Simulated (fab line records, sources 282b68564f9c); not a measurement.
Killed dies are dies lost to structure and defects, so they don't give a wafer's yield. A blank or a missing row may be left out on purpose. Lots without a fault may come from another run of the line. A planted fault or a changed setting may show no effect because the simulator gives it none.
fab line records | flow rit_cmos
record lots=16 wafers=48 last_day=7
route steps=202 shown PRETRO@67 REOX@102 PLDD@120 M1@202
lots that met no fault: from a run of the same line without faults
start_h: hours from the record's first day to the start of the lot's first wafer shown | wait_h: hours since the lot's step before | " the same as in the row above | L1.1+2: a row that stands for several wafers | - no value, or no start given | * or withheld: withheld | < > ~ a bound
route shown NAME@n: a module of which the file shows steps, and the number in the route of the first | usual: mean/standard deviation of fault-free wafers | same: alike in all rows | chamber/n: place in a boat | sites: the reading at each site | _std_site: their standard deviation | _edge_site: outer sites' mean less inner sites' | radius_mm: how far each site lies from the wafer's centre | mask NAME#n: copy n | behind: the tool/chamber that last shaped the wafer | hold: why the lot was held/for how many hours/how that ended | device: the transistor (n, p or np) that didn't switch | end of line: the same wafers' tests at the end of the route | a step without rows: its recipe alone | killed: dies lost to structure and defects at the first sort, not the wafer's yield | map: a wafer's dies, x killed, . not, _ none there
set.NAME: the setting as run; set.NAME@STEP: as run at that earlier step | model.NAME: the simulator's own value behind a step, which no gauge read
steps of the route over a sample of lots; a table a step, a row a wafer
services: from which hour (start_h, from the record's first day; less than 0 if before it) a tool's chamber was out of use, for how many hours, and why
## steps
# step RIT_PRETRO_EXPOSE_03
# recipe mask_id=M5 na=0.57 target_cd_nm=43700 dose_mj=250
# usual stage_vel_mm_s=499.99/0.23
# columns lot.wafer tool chamber start_h wait_h mask stage_vel_mm_s
L159.1 iline_stepper-01 0 31.58 0.1 M5#0 499.91
L159.4 " 0 " " M5#0 500.12
L159.5 " 0 " " M5#0 499.77
L160.2 iline_stepper-01 0 37.97 0.1 M5#0 500.18
L160.3 " 0 " " M5#0 500.05
L160.6 " 0 " " M5#0 499.85
L161.1 iline_stepper-02 0 42.24 0.2 M5#0 499.94
L161.2 " 0 " " M5#0 500.02
L161.3 " 0 " " M5#0 500.40
L162.2 iline_stepper-01 0 46.06 0.2 M5#0 499.60
L162.5 " 0 " " M5#0 499.55
L162.6 " 0 " " M5#0 499.50
L164.3 iline_stepper-02 0 55.57 0.2 M5#0 500.27
L164.5 " 0 " " M5#0 499.76
L164.6 " 0 " " M5#0 500.06
L165.2 iline_stepper-02 0 63.47 0.1 M5#0 499.98
L165.3 " 0 " " M5#0 499.97
L165.5 " 0 " " M5#0 500.37
L167.1 iline_stepper-02 0 74.51 0.2 M5#0 499.86
L167.4 " 0 " " M5#0 500.08
L167.5 " 0 " " M5#0 500.04
L168.1 iline_stepper-01 0 77.56 0.2 M5#0 500.08
L168.3 " 0 " " M5#0 500.11
L168.4 " 0 " " M5#0 499.92
L169.1 iline_stepper-02 0 81.77 0.2 M5#0 500.20
L169.3 " 0 " " M5#0 500.11
L169.5 " 0 " " M5#0 500.26
L170.1 iline_stepper-02 0 89.70 0.1 M5#0 499.76
L170.5 " 0 " " M5#0 500.13
L170.6 " 0 " " M5#0 499.91
L173.4 iline_stepper-02 0 102.66 0.2 M5#0 500.43
L173.5 " 0 " " M5#0 500.50
L173.6 " 0 " " M5#0 500.35
L175.1 iline_stepper-02 0 115.32 0.2 M5#0 499.68
L175.3 " 0 " " M5#0 499.68
L175.6 " 0 " " M5#0 500.09
L177.3 iline_stepper-01 0 121.45 0.1 M5#0 500.18
L177.4 " 0 " " M5#0 500.26
L177.5 " 0 " " M5#0 499.81
L179.1 iline_stepper-01 0 132.90 0.2 M5#0 499.26
L179.2 " 0 " " M5#0 499.97
L179.6 " 0 " " M5#0 500.08
L180.1 iline_stepper-01 0 136.47 0.2 M5#0 499.60
L180.3 " 0 " " M5#0 499.88
L180.5 " 0 " " M5#0 499.86
L182.1 iline_stepper-01 0 144.94 0.2 M5#0 499.77
L182.2 " 0 " " M5#0 499.94
L182.6 " 0 " " M5#0 499.59
# step RIT_PRETRO_OVL_MEAS_06
# usual PRETRO_OVL=0.2/1.4
# columns lot.wafer tool chamber start_h wait_h PRETRO_OVL[nm]
L159.1 overlay-02 - 32.18 - -1.3
L159.4 " - " " -1.5
L159.5 " - " " -2.3
L160.2 overlay-01 - 38.52 - -1.1
L160.3 " - " " -2.2
L160.6 " - " " -0.7
L161.1 overlay-01 - 42.67 - 1.6
L161.2 " - " " 1.7
L161.3 " - " " -0.2
L162.2 overlay-02 - 46.47 - 1.1
L162.5 " - " " 2.6
L162.6 " - " " 2.7
L164.3 overlay-01 - 55.97 - -1.7
L164.5 " - " " -0.1
L164.6 " - " " 0.7
L165.2 overlay-01 - 63.89 - 1.2
L165.3 " - " " 1.9
L165.5 " - " " -0.5
L167.1 overlay-02 - 74.94 - -0.5
L167.4 " - " " -0.5
L167.5 " - " " 0.0
L168.1 overlay-02 - 77.99 - 1.8
L168.3 " - " " 0.7
L168.4 " - " " 1.3
L169.1 overlay-02 - 82.20 - 131.7
L169.3 " - " " 131.9
L169.5 " - " " 131.5
L170.1 overlay-02 - 90.13 - 128.2
L170.5 " - " " 128.3
L170.6 " - " " 129.5
L173.4 overlay-02 - 103.05 - 130.9
L173.5 " - " " 131.0
L173.6 " - " " 129.9
L175.1 overlay-02 - 115.94 - 130.6
L175.3 " - " " 130.5
L175.6 " - " " 131.2
L177.3 overlay-01 - 121.85 - 0.7
L177.4 " - " " -0.3
L177.5 " - " " -0.1
L179.1 overlay-01 - 133.33 - -1.9
L179.2 " - " " -1.2
L179.6 " - " " -0.9
L180.1 overlay-01 - 137.00 - 1.8
L180.3 " - " " 0.2
L180.5 " - " " 0.9
L182.1 overlay-01 - 145.37 - 1.7
L182.2 " - " " 0.8
L182.6 " - " " 0.6
# step RIT_REOX_THK_MEAS_04
# recipe reads=SiO2_of_REOX_OXIDATION_03
# usual REOX_OXIDE_THK=24.9/0.53
# columns lot.wafer tool chamber start_h wait_h REOX_OXIDE_THK[nm]
L159.1 film_metro-01 - 41.30 0.0 24.9
L159.4 " - " " 24.9
L159.5 " - " " 25.3
L160.2 film_metro-02 - 47.89 0.0 24.8
L160.3 " - " " 25.2
L160.6 " - " " 24.8
L161.1 film_metro-04 - 52.18 0.0 24.2
L161.2 " - " " 24.5
L161.3 " - " " 24.6
L162.2 film_metro-02 - 59.61 0.0 24.1
L162.5 " - " " 24.7
L162.6 " - " " 24.8
L164.3 film_metro-01 - 64.81 0.0 25.0
L164.5 " - " " 25.3
L164.6 " - " " 24.6
L165.2 film_metro-02 - 73.57 0.0 24.5
L165.3 " - " " 24.9
L165.5 " - " " 24.9
L167.1 film_metro-01 - 85.93 0.0 24.1
L167.4 " - " " 24.1
L167.5 " - " " 24.1
L168.1 film_metro-02 - 88.50 0.0 24.1
L168.3 " - " " 24.3
L168.4 " - " " 24.6
L169.1 film_metro-04 - 92.70 0.0 24.7
L169.3 " - " " 25.7
L169.5 " - " " 25.2
L170.1 film_metro-04 - 104.68 0.0 25.2
L170.5 " - " " 25.5
L170.6 " - " " 25.5
L173.4 film_metro-02 - 113.94 0.0 24.6
L173.5 " - " " 25.4
L173.6 " - " " 24.6
L175.1 film_metro-01 - 125.00 0.0 25.2
L175.3 " - " " 25.5
L175.6 " - " " 25.2
L177.3 film_metro-01 - 133.01 0.0 24.6
L177.4 " - " " 25.1
L177.5 " - " " 25.0
L179.1 film_metro-02 - 142.17 0.0 25.0
L179.2 " - " " 24.2
L179.6 " - " " 24.8
L180.1 film_metro-04 - 145.86 0.0 25.2
L180.3 " - " " 25.0
L180.5 " - " " 25.5
L182.1 film_metro-04 - 154.96 0.0 25.0
L182.2 " - " " 25.0
L182.6 " - " " 25.0
# step RIT_PLDD_OVL_MEAS_06
# usual PLDD_OVL=0.3/1.2
# columns lot.wafer tool chamber start_h wait_h PLDD_OVL[nm]
L159.1 overlay-01 - 43.63 - 0.0
L159.4 " - " " -1.4
L159.5 " - " " 0.0
L160.2 overlay-01 - 50.34 - 0.4
L160.3 " - " " 0.5
L160.6 " - " " 1.4
L161.1 overlay-02 - 54.63 - 0.8
L161.2 " - " " 2.0
L161.3 " - " " 0.5
L162.2 overlay-01 - 62.07 - 0.8
L162.5 " - " " 1.1
L162.6 " - " " 0.6
L164.3 overlay-01 - 67.41 - 0.8
L164.5 " - " " 0.4
L164.6 " - " " 1.1
L165.2 overlay-01 - 76.02 - -1.2
L165.3 " - " " -0.5
L165.5 " - " " -1.6
L167.1 overlay-02 - 88.26 - 0.7
L167.4 " - " " 1.3
L167.5 " - " " -0.1
L168.1 overlay-01 - 90.84 - 1.2
L168.3 " - " " 0.9
L168.4 " - " " 1.3
L169.1 overlay-02 - 95.28 - 0.0
L169.3 " - " " 0.0
L169.5 " - " " 0.3
L170.1 overlay-01 - 107.17 - 0.0
L170.5 " - " " 0.4
L170.6 " - " " 0.9
L173.4 overlay-02 - 116.61 - -1.6
L173.5 " - " " 0.8
L173.6 " - " " -0.8
L175.1 overlay-01 - 127.41 - 0.1
L175.3 " - " " 1.1
L175.6 " - " " -0.1
L177.3 overlay-02 - 135.45 - 0.8
L177.4 " - " " 1.2
L177.5 " - " " 2.2
L179.1 overlay-02 - 145.02 - -0.5
L179.2 " - " " -0.2
L179.6 " - " " -1.0
L180.1 overlay-01 - 148.47 - -1.2
L180.3 " - " " 0.7
L180.5 " - " " -0.1
L182.1 overlay-02 - 157.87 - 0.6
L182.2 " - " " 2.6
L182.6 " - " " 1.5
# step RIT_PLDD_TW_MEAS_10
# usual PLDD_TW=2324/20
# columns lot.wafer tool chamber start_h wait_h PLDD_TW
L159.1 film_metro-04 - 44.14 0.1 2343
L159.4 " - " " 2334
L159.5 " - " " 2337
L160.2 film_metro-03 - 50.86 0.1 2305
L160.3 " - " " 2306
L160.6 " - " " 2297
L161.1 film_metro-01 - 55.15 0.1 2325
L161.2 " - " " 2344
L161.3 " - " " 2348
L162.2 film_metro-04 - 62.58 0.1 2325
L162.5 " - " " 2310
L162.6 " - " " 2309
L164.3 film_metro-01 - 67.93 0.1 2342
L164.5 " - " " 2338
L164.6 " - " " 2344
L165.2 film_metro-01 - 76.54 0.1 2332
L165.3 " - " " 2330
L165.5 " - " " 2336
L167.1 film_metro-01 - 88.78 0.1 2339
L167.4 " - " " 2352
L167.5 " - " " 2340
L168.1 film_metro-01 - 91.35 0.1 2341
L168.3 " - " " 2349
L168.4 " - " " 2338
L169.1 film_metro-01 - 95.79 0.1 2343
L169.3 " - " " 2336
L169.5 " - " " 2336
L170.1 film_metro-03 - 107.75 0.1 2297
L170.5 " - " " 2303
L170.6 " - " " 2293
L173.4 film_metro-03 - 117.14 0.1 2298
L173.5 " - " " 2292
L173.6 " - " " 2286
L175.1 film_metro-04 - 127.92 0.1 2315
L175.3 " - " " 2324
L175.6 " - " " 2325
L177.3 film_metro-04 - 135.97 0.1 2326
L177.4 " - " " 2312
L177.5 " - " " 2317
L179.1 film_metro-01 - 145.54 0.1 2346
L179.2 " - " " 2343
L179.6 " - " " 2347
L180.1 film_metro-03 - 148.98 0.1 2302
L180.3 " - " " 2312
L180.5 " - " " 2312
L182.1 film_metro-04 - 158.38 0.1 2301
L182.2 " - " " 2322
L182.6 " - " " 2305
# step RIT_M1_PROBE_99
# usual killed_at_contacts=0.1/0.29 killed_at_front_end=7/3 killed_dies=7/3 killed_open=3.2/2 killed_short=3.5/2.1
# same gross_dies=264 killed_at_M0_to_M3=0 killed_at_M4_up=0 killed_at_back_side=0 killed_at_other=0
# columns lot.wafer tool chamber start_h wait_h killed_at_contacts killed_at_front_end killed_dies killed_open killed_short
L173.4 prober-02 - 130.71 0.2 0 8 8 7 1
L173.5 prober-02 - 130.76 0.2 0 6 6 3 3
L173.6 prober-02 - 130.81 0.2 0 5 5 4 1
L175.1 prober-02 - 143.71 0.1 0 11 11 7 4
L175.3 prober-02 - 143.81 0.2 0 9 9 3 6
L175.6 prober-02 - 143.96 0.2 0 8 8 6 2
L179.1 prober-02 - 161.49 0.1 0 7 7 3 4
L179.2 prober-02 - 161.54 0.1 0 7 7 4 3
L179.6 prober-02 - 161.74 0.2 1 4 5 0 5
# killed by level:class
L173.4 SILICIDE:geometric_particle:open=3 GATE:geometric_particle:open=2 GATE:geometric_particle:short=1 REOX:geometric_particle:open=1 SPACER:geometric_particle:open=1
L173.5 GATE:geometric_particle:open=3 GATE:geometric_particle:short=2 REOX:geometric_particle:short=1
L173.6 SILICIDE:geometric_particle:open=2 FOX2:geometric_particle:short=1 FOX2:geometric_particle:open=1 GATE:geometric_particle:open=1
L175.1 GATE:geometric_particle:open=3 GATE:geometric_particle:short=2 FOX1:geometric_particle:short=1 FOX1:geometric_particle:open=1 FOX2:geometric_particle:open=1 SPACER:geometric_particle:short=1 SPACER:geometric_particle:open=1 SILICIDE:geometric_particle:open=1
L175.3 GATE:geometric_particle:short=3 REOX:geometric_particle:open=2 FOX2:geometric_particle:open=1 FOX2:geometric_particle:short=1 REOX:geometric_particle:short=1 SPACER:geometric_particle:short=1
L175.6 FOX1:geometric_particle:open=2 GATE:geometric_particle:open=2 GATE:geometric_particle:short=2 REOX:geometric_particle:open=1 SILICIDE:geometric_particle:open=1
L179.1 SILICIDE:geometric_particle:short=2 GATE:geometric_particle:open=1 REOX:geometric_particle:open=1 REOX:geometric_particle:short=1 SPACER:geometric_particle:short=1 SILICIDE:geometric_particle:open=1
L179.2 GATE:geometric_particle:short=2 REOX:geometric_particle:open=2 GATE:geometric_particle:open=1 SPACER:geometric_particle:open=1 SPACER:geometric_particle:short=1
L179.6 GATE:geometric_particle:short=2 REOX:geometric_particle:short=2 CONTACT:geometric_particle:short=1
## services
# columns tool chamber start_h hours kind
iline_stepper-01 - 79.31 13.3 repair
iline_stepper-02 - 120.35 2.1 pm
iline_stepper-02 - 122.44 - consumable_replace:lamp
iline_stepper-01 0 141.03 - calibration
## key
first_sign step=RIT_PRETRO_OVL_MEAS_06 reading=PRETRO_OVL direction=up sigmas=96 usual=0.2 struck=130.4
effect none on later readings
met_at RIT_PRETRO_EXPOSE_03
struck_lots L169,L170,L173,L175
tester_left_out L169,L170,L173,L175
not_acting_at RIT_REOX_THK_MEAS_04,RIT_PLDD_OVL_MEAS_06,RIT_PLDD_TW_MEAS_10
onset_between 74.51 81.77
fault kind=scanner_matching_overlay tool=iline_stepper-02 chamber=- onset_h=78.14 steps=RIT_PRETRO_EXPOSE_03 offset=130
# tester_left_out: of these lots the tester's yield and bins aren't shown, on N5 and GAA mostly nor the transistor test; their killed dies are dies lost to structure and defects alone, not to doping, threshold or leakage, so they don't give the yield
